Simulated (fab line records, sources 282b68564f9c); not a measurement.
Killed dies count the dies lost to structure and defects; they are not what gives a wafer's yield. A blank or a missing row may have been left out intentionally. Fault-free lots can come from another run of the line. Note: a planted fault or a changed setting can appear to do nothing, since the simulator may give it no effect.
fab line records | flow ritCmos | part 1 of 2: steps 1 to 27 of 38
record: lots: 5 wafers: 15 lastDay: 6
route steps=202 shown GATE@76 FOX2@80 REOX@98 NLDD@103
lots with no fault: from the same line, run without faults
startH: hours from the record's first day to the start of the lot's first wafer shown | waitH: hours from the lot's prior step to this one | " as in the row above | L1.1+2: a row that stands for several wafers | - no value present, or no start provided | * or withheld: withheld | < > ~ a bound
route shown NAME@n: NAME is a module with steps in the file, n the number in the route of the first one | usual: mean/standard deviation taken from wafers without a fault | same: alike in all rows | chamber/n: place in a boat | sites: each site's reading | _std_site: the standard deviation of these | _edge_site: inner sites' mean taken away from outer sites' mean | radiusMm: for every site, how far away it sits from the centre of the wafer | mask NAME#n: copy n | behind: the tool/chamber that last shaped the wafer | hold: why the lot went on hold/how many hours it stayed there/how the hold came to an end | device: which transistor (n, p or np) failed to switch | end of line: the route-end tests of the same wafers | a step without rows: its recipe alone | killed: not the wafer's yield, but the dies lost to structure and defects at the first sort | map: dies across one wafer; x = killed, . = not, _ = none there
set.NAME: the setting that was run; set.NAME@STEP: the one run at that earlier step | model.NAME: the simulator's own value behind a step, which no gauge read
a table for each step, a row for each wafer; lots at some steps of the route
services: from which hour (startH, from the record's first day; less than 0 if before it) a tool's chamber was out of use, for how many hours, and why
== steps ==
step: RIT_GATE_CLEAN_01
recipe: chemistry: SC1 mix: 3:3:50 timeS: 600 tempC: 75
usual: bathHeatDutyPct: 16.0/1.5
columns lot.wafer tool chamber startH waitH bathHeatDutyPct
L074.1 wetBench-04 2 31.11 0.0 16.8
L074.2 " 2 " " 15.1
L074.5 " 2 " " 17.3
L085.1 wetBench-04 2 86.33 0.0 16.2
L085.3 " 2 " " 17.3
L085.4 " 2 " " 18.5
L088.1 wetBench-02 2 102.21 0.0 16.3
L088.2 " 2 " " 14.1
L088.4 " 2 " " 16.3
L091.1 wetBench-03 3 116.57 0.0 16.4
L091.3 " 3 " " 16.3
L091.4 " 3 " " 16.3
L092.1 wetBench-03 3 122.34 0.0 17.0
L092.2 " 3 " " 17.1
L092.4 " 3 " " 16.2
step: RIT_GATE_CLEAN_02
recipe: chemistry: dHF dilution: 50:1 timeS: 30
columns lot.wafer tool chamber startH waitH
L074.1+2+5 wetBench-02 0 31.29 0.0
L085.1+3+4 wetBench-02 3 86.51 0.0
L088.1+2+4 wetBench-04 1 102.39 0.0
L091.1+3+4 wetBench-04 2 116.74 0.0
L092.1+2+4 wetBench-04 2 122.51 0.0
step: RIT_GATE_CLEAN_03
recipe: chemistry: SC2 mix: 3:3:50 timeS: 600 tempC: 75 dry: n2Spin
usual: bathHeatDutyPct: 15.8/1.5
columns lot.wafer tool chamber startH waitH bathHeatDutyPct
L074.1 wetBench-03 0 31.30 0.0 17.9
L074.2 " 0 " " 16.6
L074.5 " 0 " " 16.3
L085.1 wetBench-03 1 86.52 0.0 15.3
L085.3 " 1 " " 16.2
L085.4 " 1 " " 15.0
L088.1 wetBench-03 1 102.41 0.0 14.4
L088.2 " 1 " " 15.7
L088.4 " 1 " " 15.2
L091.1 wetBench-03 3 116.76 0.0 16.4
L091.3 " 3 " " 16.5
L091.4 " 3 " " 15.8
L092.1 wetBench-03 3 122.53 0.0 15.8
L092.2 " 3 " " 15.6
L092.4 " 3 " " 17.1
step: RIT_GATE_CLEAN_04
recipe: chemistry: dHF dilution: 50:1 timeS: 60 dry: n2Spin
columns lot.wafer tool chamber startH waitH
L074.1+2+5 wetBench-04 2 31.48 0.0
L085.1+3+4 wetBench-04 3 86.70 0.0
L088.1+2+4 wetBench-02 1 102.58 0.0
L091.1+3+4 wetBench-04 3 116.93 0.0
L092.1+2+4 wetBench-04 0 122.70 0.0
step: RIT_FOX2_THK_MEAS_91
recipe: reads: SiO2_of_FOX2_OXIDATION_00
usual: FIELD_OXIDE_LEFT_2_THK: 257/6
columns lot.wafer tool chamber startH waitH FIELD_OXIDE_LEFT_2_THK[nm]
L074.1 filmMetro-03 - 31.50 0.0 253
L074.2 " - " " 246
L074.5 " - " " 246
L085.1 filmMetro-04 - 86.72 0.0 255
L085.3 " - " " 255
L085.4 " - " " 259
L088.1 filmMetro-01 - 102.61 0.0 258
L088.2 " - " " 261
L088.4 " - " " 256
L091.1 filmMetro-01 - 116.96 0.0 264
L091.3 " - " " 269
L091.4 " - " " 264
L092.1 filmMetro-04 - 122.73 0.0 252
L092.2 " - " " 253
L092.4 " - " " 254
step: RIT_GATE_OXIDATION_05
recipe: tempC: 900 ambient: O2 targetThkA: 30 oxTimeS: 270
usual: spikeTcSourceC: 923.7/1.6
columns lot.wafer tool chamber startH waitH spikeTcSourceC
L074.1 furnace-01 0 31.56 0.1 924.3
L074.2 " 0 " " 925.8
L074.5 " 0 " " 925.7
L085.1 furnace-04 0 86.78 0.1 923.7
L085.3 " 0 " " 926.6
L085.4 " 0 " " 923.1
L088.1 furnace-04 0 102.67 0.1 922.9
L088.2 " 0 " " 925.8
L088.4 " 0 " " 926.9
L091.1 furnace-01 0 117.02 0.1 924.1
L091.3 " 0 " " 924.4
L091.4 " 0 " " 926.0
L092.1 furnace-02 0 122.79 0.1 921.0
L092.2 " 0 " " 921.7
L092.4 " 0 " " 920.6
step: RIT_GATE_ANNEAL_06
recipe: tempC: 900 timeS: 600 ambient: N2O
usual: spikeTcSourceC: 924.4/1.4
columns lot.wafer tool chamber startH waitH spikeTcSourceC
L074.1 furnace-01 0 32.64 0.0 924.7
L074.2 " 0 " " 924.2
L074.5 " 0 " " 924.1
L085.1 furnace-04 0 87.86 0.0 925.5
L085.3 " 0 " " 925.3
L085.4 " 0 " " 924.1
L088.1 furnace-04 0 103.74 0.0 926.5
L088.2 " 0 " " 923.9
L088.4 " 0 " " 923.9
L091.1 furnace-01 0 118.09 0.0 924.2
L091.3 " 0 " " 924.9
L091.4 " 0 " " 925.6
L092.1 furnace-04 0 123.86 0.0 925.8
L092.2 " 0 " " 926.3
L092.4 " 0 " " 924.4
step: RIT_GATE_THK_MEAS_07
recipe: reads: SiO2_of_GATE_OXIDATION_05
usual: GATE_OXIDE_THK: 3.02/0.069
columns lot.wafer tool chamber startH waitH GATE_OXIDE_THK[nm]
L074.1 filmMetro-03 - 32.89 0.0 3.11
L074.2 " - " " 3.12
L074.5 " - " " 3.08
L085.1 filmMetro-01 - 88.11 0.0 2.97
L085.3 " - " " 3.01
L085.4 " - " " 2.91
L088.1 filmMetro-03 - 103.99 0.0 3.04
L088.2 " - " " 3.01
L088.4 " - " " 3.04
L091.1 filmMetro-03 - 118.34 0.0 3.04
L091.3 " - " " 3.14
L091.4 " - " " 3.11
L092.1 filmMetro-01 - 124.11 0.0 2.97
L092.2 " - " " 3.01
L092.4 " - " " 3.02
step: RIT_GATE_CVD_08
recipe: material: poly-Si targetThkNm: 250 tempC: 610 precursor: SiH4 timeS: 2220 pressureMtorr: 300 sih4FlowSccm: 100
usual: spikeTcSourceC: 631.6/1.2
columns lot.wafer tool chamber startH waitH spikeTcSourceC
L074.1 lpcvd-02 0 32.95 0.1 632.1
L074.2 " 0 " " 631.5
L074.5 " 0 " " 631.4
L085.1 lpcvd-02 0 88.17 0.1 631.6
L085.3 " 0 " " 632.7
L085.4 " 0 " " 632.9
L088.1 lpcvd-02 0 104.05 0.1 633.0
L088.2 " 0 " " 631.3
L088.4 " 0 " " 633.0
L091.1 lpcvd-01 0 118.40 0.1 632.3
L091.3 " 0 " " 631.8
L091.4 " 0 " " 631.1
L092.1 lpcvd-01 1 124.24 0.1 630.8
L092.2 " 1 " " 631.7
L092.4 " 1 " " 631.2
step: RIT_GATE_THK_MEAS_09
recipe: reads: poly-Si_of_GATE_CVD_08
usual: GATE_POLY_THK: 249.3/2.4
columns lot.wafer tool chamber startH waitH GATE_POLY_THK[nm]
L074.1 filmMetro-04 - 34.56 0.0 248.2
L074.2 " - " " 245.6
L074.5 " - " " 244.4
L085.1 filmMetro-04 - 89.78 0.0 248.6
L085.3 " - " " 248.5
L085.4 " - " " 245.9
L088.1 filmMetro-04 - 106.48 0.0 248.3
L088.2 " - " " 248.4
L088.4 " - " " 246.6
L091.1 filmMetro-03 - 120.02 0.0 248.1
L091.3 " - " " 249.5
L091.4 " - " " 249.1
L092.1 filmMetro-04 - 125.86 0.0 249.6
L092.2 " - " " 248.6
L092.4 " - " " 246.5
step: RIT_GATE_HMDS_10
recipe: primeTimeS: 60 primeTempC: 140
usual: resistLineTempC: 22.99/0.089
same: primeTimeS: 60
columns lot.wafer tool chamber startH waitH resistLineTempC
L074.1 lithoTrack-02 0 34.62 0.1 23.03
L074.2 " 0 " " 23.10
L074.5 " 0 " " 23.04
L085.1 lithoTrack-02 0 89.84 0.1 22.90
L085.3 " 0 " " 22.99
L085.4 " 0 " " 22.91
L088.1 lithoTrack-02 0 106.54 0.1 23.06
L088.2 " 0 " " 23.00
L088.4 " 0 " " 22.97
L091.1 lithoTrack-02 0 120.08 0.1 23.04
L091.3 " 0 " " 22.82
L091.4 " 0 " " 22.87
L092.1 lithoTrack-03 0 125.92 0.1 23.01
L092.2 " 0 " " 22.93
L092.4 " 0 " " 22.88
step: RIT_GATE_COAT_11
recipe: resist: NOVOLAK spinRpm: 4250 resistThkNm: 850
usual: resistLineTempC: 23.01/0.11
columns lot.wafer tool chamber startH waitH resistLineTempC
L074.1 lithoTrack-02 0 34.77 0.1 23.07
L074.2 " 0 " " 23.00
L074.5 " 0 " " 23.13
L085.1 lithoTrack-02 0 89.99 0.1 23.04
L085.3 " 0 " " 23.06
L085.4 " 0 " " 22.87
L088.1 lithoTrack-02 0 106.69 0.1 23.04
L088.2 " 0 " " 23.10
L088.4 " 0 " " 23.09
L091.1 lithoTrack-02 0 120.23 0.1 22.96
L091.3 " 0 " " 22.86
L091.4 " 0 " " 22.92
L092.1 lithoTrack-03 0 126.07 0.1 23.07
L092.2 " 0 " " 23.25
L092.4 " 0 " " 23.20
step: RIT_GATE_SOFTBAKE_12
recipe: resist: NOVOLAK tempC: 90 timeS: 60
usual: resistLineTempC: 23.00/0.1
columns lot.wafer tool chamber startH waitH resistLineTempC
L074.1 lithoTrack-02 0 34.92 0.1 22.99
L074.2 " 0 " " 22.96
L074.5 " 0 " " 23.11
L085.1 lithoTrack-02 0 90.14 0.1 22.85
L085.3 " 0 " " 22.86
L085.4 " 0 " " 22.96
L088.1 lithoTrack-02 0 106.84 0.1 22.93
L088.2 " 0 " " 22.98
L088.4 " 0 " " 22.95
L091.1 lithoTrack-02 0 120.38 0.1 22.82
L091.3 " 0 " " 22.92
L091.4 " 0 " " 22.96
L092.1 lithoTrack-03 0 126.22 0.1 23.02
L092.2 " 0 " " 23.08
L092.4 " 0 " " 23.00
step: RIT_GATE_EXPOSE_13
recipe: maskId: M6 na: 0.6 sourceShape: conventional sigmaOuter: 0.6 targetCdNm: 150 doseMj: 380
columns lot.wafer tool chamber startH waitH mask
L074.1+2+5 ilineStepper-01 0 35.20 0.2 M6#0
L085.1+3+4 ilineStepper-02 0 90.29 0.1 M6#0
L088.1+2+4 ilineStepper-02 0 106.99 0.1 M6#0
L091.1+3+4 ilineStepper-02 0 120.66 0.2 M6#0
L092.1+2+4 ilineStepper-02 0 126.37 0.1 M6#0
step: RIT_GATE_PEB_14
recipe: resist: NOVOLAK tempC: withheld timeS: withheld
usual: resistLineTempC: *
columns lot.wafer tool chamber startH waitH resistLineTempC
L074.1 lithoTrack-02 0 35.36 0.1 *
L074.2 " 0 " " *
L074.5 " 0 " " *
L085.1 lithoTrack-01 0 90.41 0.1 *
L085.3 " 0 " " *
L085.4 " 0 " " *
L088.1 lithoTrack-01 0 107.10 0.1 *
L088.2 " 0 " " *
L088.4 " 0 " " *
L091.1 lithoTrack-01 0 120.77 0.1 *
L091.3 " 0 " " *
L091.4 " 0 " " *
L092.1 lithoTrack-02 0 126.48 0.1 *
L092.2 " 0 " " *
L092.4 " 0 " " *
step: RIT_GATE_DEVELOP_15
recipe: resist: NOVOLAK developTimeS: 50 devTempC: 23
usual: developerTempC: 22.98/0.1 resistLineTempC: 23.02/0.094
columns lot.wafer tool chamber startH waitH developerTempC resistLineTempC
L074.1 lithoTrack-02 0 - - 22.91 22.99
L074.2 " 0 " " 22.87 23.15
L074.5 " 0 " " 22.87 23.22
L085.1 lithoTrack-01 0 - - 22.93 22.89
L085.3 " 0 " " 22.82 22.90
L085.4 " 0 " " 22.91 23.05
L088.1 lithoTrack-01 0 - - 22.78 23.09
L088.2 " 0 " " 22.80 22.99
L088.4 " 0 " " 23.03 23.00
L091.1 lithoTrack-01 0 - - 22.90 22.99
L091.3 " 0 " " 22.99 22.96
L091.4 " 0 " " 22.98 23.03
L092.1 lithoTrack-02 0 - - 22.77 22.96
L092.2 " 0 " " 22.90 23.05
L092.4 " 0 " " 22.92 23.06
step: RIT_GATE_CD_MEAS_16
recipe: targetCdNm: 150
usual: cdNm: 149.9/2.2
columns lot.wafer tool chamber startH waitH cdNm
L074.1 cdSem-02 - 35.64 - 145.6
L074.2 " - " " 145.5
L074.5 " - " " 147.0
L085.1 cdSem-01 - 90.69 - 149.8
L085.3 " - " " 150.4
L085.4 " - " " 151.2
L088.1 cdSem-02 - 107.39 - 149.1
L088.2 " - " " 149.5
L088.4 " - " " 150.1
L091.1 cdSem-02 - 121.06 - 150.2
L091.3 " - " " 149.5
L091.4 " - " " 149.4
L092.1 cdSem-02 - 126.76 - 154.3
L092.2 " - " " 151.5
L092.4 " - " " 153.3
step: RIT_GATE_OVL_MEAS_17
usual: GATE_OVL: 0.6/1.4
columns lot.wafer tool chamber startH waitH GATE_OVL[nm]
L074.1 overlay-02 - 35.76 0.1 2.3
L074.2 " - " " 1.5
L074.5 " - " " -0.1
L085.1 overlay-01 - 90.81 0.1 0.5
L085.3 " - " " 0.5
L085.4 " - " " 0.1
L088.1 overlay-02 - 107.51 0.1 0.3
L088.2 " - " " 0.9
L088.4 " - " " 0.4
L091.1 overlay-02 - 121.18 0.1 0.3
L091.3 " - " " 2.8
L091.4 " - " " 1.2
L092.1 overlay-01 - 126.88 0.1 3.3
L092.2 " - " " 3.4
L092.4 " - " " 1.9
step: RIT_GATE_HARDBAKE_18
recipe: resist: NOVOLAK tempC: 140 timeS: 60
usual: resistLineTempC: 22.99/0.1
columns lot.wafer tool chamber startH waitH resistLineTempC
L074.1 lithoTrack-03 0 35.80 0.0 23.10
L074.2 " 0 " " 23.19
L074.5 " 0 " " 22.97
L085.1 lithoTrack-01 0 90.85 0.0 22.98
L085.3 " 0 " " 22.82
L085.4 " 0 " " 23.09
L088.1 lithoTrack-01 0 107.54 0.0 22.98
L088.2 " 0 " " 23.00
L088.4 " 0 " " 23.06
L091.1 lithoTrack-01 0 121.21 0.0 23.00
L091.3 " 0 " " 23.03
L091.4 " 0 " " 23.03
L092.1 lithoTrack-03 0 126.92 0.0 23.08
L092.2 " 0 " " 23.04
L092.4 " 0 " " 23.04
step: RIT_GATE_ETCH_19
recipe: chemistry: SF6/CHF3/O2 timeS: 165 SF6_flow_sccm: 30 CHF3_flow_sccm: 30 O2_flow_sccm: 5 target: poly-Si pressureMtorr: 40 rfW: 160 targetDepthA: 3125 overEtchFrac: 0.25 stopOn: SiO2
usual: drypumpMotorCurrentA: 5.5/0.54 oesProductAu: 0.849/0.014 throttleValvePct: 10.26/0.15
columns lot.wafer tool chamber startH waitH drypumpMotorCurrentA oesProductAu rfHoursCounterH throttleValvePct
L074.1 rieSi-01 1 35.95 0.1 5.8 0.833 157 10.43
L074.2 " 3 " " 5.6 0.848 41 10.46
L074.5 " 1 " " 5.8 0.821 - 10.43
L085.1 rieSi-02 1 91.00 0.1 4.9 0.854 2 10.32
L085.3 " 3 " " 5.3 0.837 101 10.38
L085.4 " 2 " " 5.0 0.845 77 10.08
L088.1 rieSi-01 2 107.69 0.1 5.7 0.861 140 10.26
L088.2 " 0 " " 6.6 0.857 83 10.39
L088.4 " 3 " " 5.6 0.855 42 10.47
L091.1 rieSi-02 2 121.36 0.1 5.0 0.847 77 10.06
L091.3 " 0 " " 6.1 0.829 66 10.05
L091.4 " 3 " " 5.3 0.850 101 10.38
L092.1 rieSi-02 0 127.07 0.1 6.1 0.829 67 10.06
L092.2 " 3 " " 5.3 0.847 101 10.37
L092.4 " 2 " " 5.0 0.859 77 10.06
step: RIT_GATE_STRIP_20
recipe: chemistry: O2 timeS: 180 resist: NOVOLAK platenTempC: withheld powerW: 500 pressureMtorr: 4000 o2FlowSccm: 4000
usual: drypumpMotorCurrentA: 5.6/0.5 rfReflPowerW: 6.9/1.3
columns lot.wafer tool chamber startH waitH drypumpMotorCurrentA rfHoursCounterH rfReflPowerW
L074.1 plasmaAsher-01 1 36.06 0.1 5.3 38 5.3
L074.2 " 0 " " 5.2 38 5.9
L074.5 " 1 " " 5.3 - 5.9
L085.1 plasmaAsher-02 0 91.11 0.1 5.3 45 7.1
L085.3 " 1 " " 6.6 - 7.3
L085.4 " 0 " " 5.3 - 6.8
L088.1 plasmaAsher-01 0 107.80 0.1 5.2 46 6.0
L088.2 " 1 " " 5.3 46 5.6
L088.4 " 1 " " 5.3 - 5.3
L091.1 plasmaAsher-02 1 121.47 0.1 6.6 48 7.7
L091.3 " 1 " " 6.6 - 8.1
L091.4 " 0 " " 5.3 - 7.0
L092.1 plasmaAsher-02 1 127.18 0.1 6.6 49 7.8
L092.2 " 0 " " 5.3 49 7.3
L092.4 " 0 " " 5.3 - 7.1
step: RIT_GATE_CD_MEAS_90
recipe: targetCdNm: 150
usual: cdNm: 149.9/2.3
columns lot.wafer tool chamber startH waitH cdNm
L074.1 cdSem-01 - 36.23 0.1 146.0
L074.2 " - " " 145.7
L074.5 " - " " 147.3
L085.1 cdSem-02 - 91.28 0.1 149.7
L085.3 " - " " 150.5
L085.4 " - " " 150.9
L088.1 cdSem-01 - 107.98 0.1 149.1
L088.2 " - " " 149.6
L088.4 " - " " 150.0
L091.1 cdSem-01 - 121.64 0.1 150.1
L091.3 " - " " 149.1
L091.4 " - " " 149.3
L092.1 cdSem-02 - 127.35 0.1 154.2
L092.2 " - " " 151.2
L092.4 " - " " 153.4
step: RIT_REOX_CLEAN_00
recipe: chemistry: SC1 mix: 3:3:50 timeS: 600 tempC: 75
usual: bathHeatDutyPct: 15.9/1.4
columns lot.wafer tool chamber startH waitH bathHeatDutyPct
L074.1 wetBench-03 3 36.35 0.1 16.4
L074.2 " 3 " " 15.8
L074.5 " 3 " " 14.9
L085.1 wetBench-04 2 91.40 0.1 16.6
L085.3 " 2 " " 17.6
L085.4 " 2 " " 18.4
L088.1 wetBench-01 0 108.10 0.1 17.4
L088.2 " 0 " " 15.6
L088.4 " 0 " " 18.6
L091.1 wetBench-03 1 121.76 0.1 14.5
L091.3 " 1 " " 14.9
L091.4 " 1 " " 15.7
L092.1 wetBench-03 0 127.47 0.1 17.9
L092.2 " 0 " " 17.0
L092.4 " 0 " " 17.1
step: RIT_REOX_CLEAN_01
recipe: chemistry: dHF dilution: 50:1 timeS: 30
columns lot.wafer tool chamber startH waitH
L074.1+2+5 wetBench-04 2 36.53 0.0
L085.1+3+4 wetBench-01 3 91.58 0.0
L088.1+2+4 wetBench-04 0 108.27 0.0
L091.1+3+4 wetBench-04 0 121.94 0.0
L092.1+2+4 wetBench-01 0 127.65 0.0
step: RIT_REOX_CLEAN_02
recipe: chemistry: SC2 mix: 3:3:50 timeS: 600 tempC: 75 dry: n2Spin
usual: bathHeatDutyPct: 15.9/1.7
columns lot.wafer tool chamber startH waitH bathHeatDutyPct
L074.1 wetBench-01 2 36.54 0.0 15.3
L074.2 " 2 " " 15.3
L074.5 " 2 " " 16.0
L085.1 wetBench-03 2 91.60 0.0 16.7
L085.3 " 2 " " 15.3
L085.4 " 2 " " 18.2
L088.1 wetBench-03 1 108.30 0.0 13.9
L088.2 " 1 " " 14.9
L088.4 " 1 " " 15.5
L091.1 wetBench-03 0 121.96 0.0 17.4
L091.3 " 0 " " 17.3
L091.4 " 0 " " 18.4
L092.1 wetBench-04 0 127.67 0.0 13.1
L092.2 " 0 " " 13.9
L092.4 " 0 " " 13.8
step: RIT_REOX_OXIDATION_03
recipe: tempC: 900 ambient: O2 targetThkA: 252 oxTimeS: 5580
usual: spikeTcSourceC: 925.1/2.3
columns lot.wafer tool chamber startH waitH spikeTcSourceC
L074.1 furnace-04 0 37.24 0.5 924.5
L074.2 " 0 " " 922.5
L074.5 " 0 " " 923.7
L085.1 furnace-04 0 91.86 0.1 925.3
L085.3 " 0 " " 925.4
L085.4 " 0 " " 925.0
L088.1 furnace-03 0 108.53 0.1 926.8
L088.2 " 0 " " 927.6
L088.4 " 0 " " 929.1
L091.1 furnace-03 0 122.13 0.0 928.9
L091.3 " 0 " " 925.4
L091.4 " 0 " " 926.9
L092.1 furnace-03 0 127.84 0.0 927.4
L092.2 " 0 " " 928.6
L092.4 " 0 " " 927.1
step: RIT_REOX_THK_MEAS_04
recipe: reads: SiO2_of_REOX_OXIDATION_03
usual: REOX_OXIDE_THK: 25.0/0.49
columns lot.wafer tool chamber startH waitH REOX_OXIDE_THK[nm]
L074.1 filmMetro-04 - 39.79 0.0 25.0
L074.2 " - " " 24.7
L074.5 " - " " 25.1
L085.1 filmMetro-03 - 94.41 0.0 24.5
L085.3 " - " " 25.1
L085.4 " - " " 25.0
L088.1 filmMetro-03 - 111.08 0.0 23.8
L088.2 " - " " 24.0
L088.4 " - " " 24.4
L091.1 filmMetro-04 - 124.68 0.0 25.1
L091.3 " - " " 25.1
L091.4 " - " " 24.7
L092.1 filmMetro-03 - 130.39 0.0 24.6
L092.2 " - " " 24.9
L092.4 " - " " 25.2
